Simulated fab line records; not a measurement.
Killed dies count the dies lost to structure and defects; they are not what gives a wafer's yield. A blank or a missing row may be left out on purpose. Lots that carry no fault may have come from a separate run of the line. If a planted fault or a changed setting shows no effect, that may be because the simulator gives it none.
Struck lot and sound lot, side by side ; flow ritCmos ; 14 out of 202 route steps
Sound: the wafers L781.2, L781.5, L781.6. Struck: wafer L788.1 (L788.2, L788.4, from the same lot, were not struck and are left out); the cause is given at the end.
For every step that has rows: the tool of each side, followed by ch and its chambers, followed by its first start. Under that, the readings that differ: sound wafers ; struck wafers ; difference of the means ; sigmas: that difference in standard deviations of wafers without a fault.
alike: readings with means less than 2 such deviations apart, plus words and numbers identical on both sides. not compared: withheld readings, readings lacking a value on some wafer, bounds such as >300 that could conceal the same value, and numbers that have no deviation in the record and whose values overlap.
A row with sigmas, a row that says differs or no value, or rows on one side alone: a step with any of these is where the two part. Non-overlapping numbers with no deviation appear without sigmas and do not part them. A reading that every wafer of one side lacks parts them only if that side has two wafers or more.

first, 1 step without rows for these wafers: RIT_ACTIVE_OXIDATION_01 (target thk 46.8 nm, ox time 3360 s).
RIT_ACTIVE_THK_MEAS_02:
  struck on filmMetro-04, day 3 19:03; sound on filmMetro-04, day 2 08:04
reading;sound;struck;difference;sigmas
ACTIVE_OXIDE_THK (nm);45.2 46.0 45.8;48.4;+2.7;+4
then, 1 step without rows for these wafers: RIT_ACTIVE_CVD_03 (deposits Si3N4 from SiH2Cl2/NH3, target thk 150 nm, time 1500 s).
RIT_ACTIVE_THK_MEAS_04:
  struck on filmMetro-04, day 3 20:32; sound on filmMetro-01, day 2 09:32
reading;sound;struck;difference;sigmas
ACTIVE_NITRIDE_THK (nm);150.7 150.1 150.0;147.6;-2.7;-2
then, 6 steps without rows for these wafers: RIT_ACTIVE_HMDS_05 (prime time 60 s); RIT_ACTIVE_COAT_06 (resist thk 1000 nm); RIT_ACTIVE_SOFTBAKE_07 (time 60 s); RIT_ACTIVE_EXPOSE_08 (exposes mask M1, target cd 1400 nm); RIT_ACTIVE_PEB_09; RIT_ACTIVE_DEVELOP_10 (develop time 50 s).
RIT_ACTIVE_CD_MEAS_11 targets a cd of 1400 nm.
  struck on cdSem-01, day 3 21:26; sound on cdSem-01, day 2 10:35
  alike: cdNm
then, 1 step without rows for these wafers: RIT_ACTIVE_HARDBAKE_12 (time 60 s).
RIT_ACTIVE_ETCH_13: etches Si3N4 in SF6, stops on SiO2, time 210 s, target depth 210 nm.
  sound on rieDiel-03 ch 0,2,3, day 2 10:50; struck on rieDiel-03 ch 2, day 3 21:43
reading;sound;struck;difference;sigmas
model.NOVOLAK_of_ACTIVE_COAT_06.thkNm (nm);649.4 648.1 657.8;715.8;+64.0;
  alike: drypumpMotorCurrentA, oesProductAu, throttleValvePct
  not compared: rfHoursCounterH
RIT_ACTIVE_STRIP_14: strips in O2, time 180 s.
  sound on plasmaAsher-01 ch 0,1, day 2 10:58; struck on plasmaAsher-04 ch 1, day 3 21:50
  alike: drypumpMotorCurrentA
  not compared: rfHoursCounterH

## WHERE THEY PART
Last at RIT_ACTIVE_THK_MEAS_04 as far as this record goes, first at RIT_ACTIVE_THK_MEAS_02. Later steps at which nothing parts them and some readings are alike: RIT_ACTIVE_CD_MEAS_11, RIT_ACTIVE_ETCH_13, RIT_ACTIVE_STRIP_14.

WHY: what the simulator had put in
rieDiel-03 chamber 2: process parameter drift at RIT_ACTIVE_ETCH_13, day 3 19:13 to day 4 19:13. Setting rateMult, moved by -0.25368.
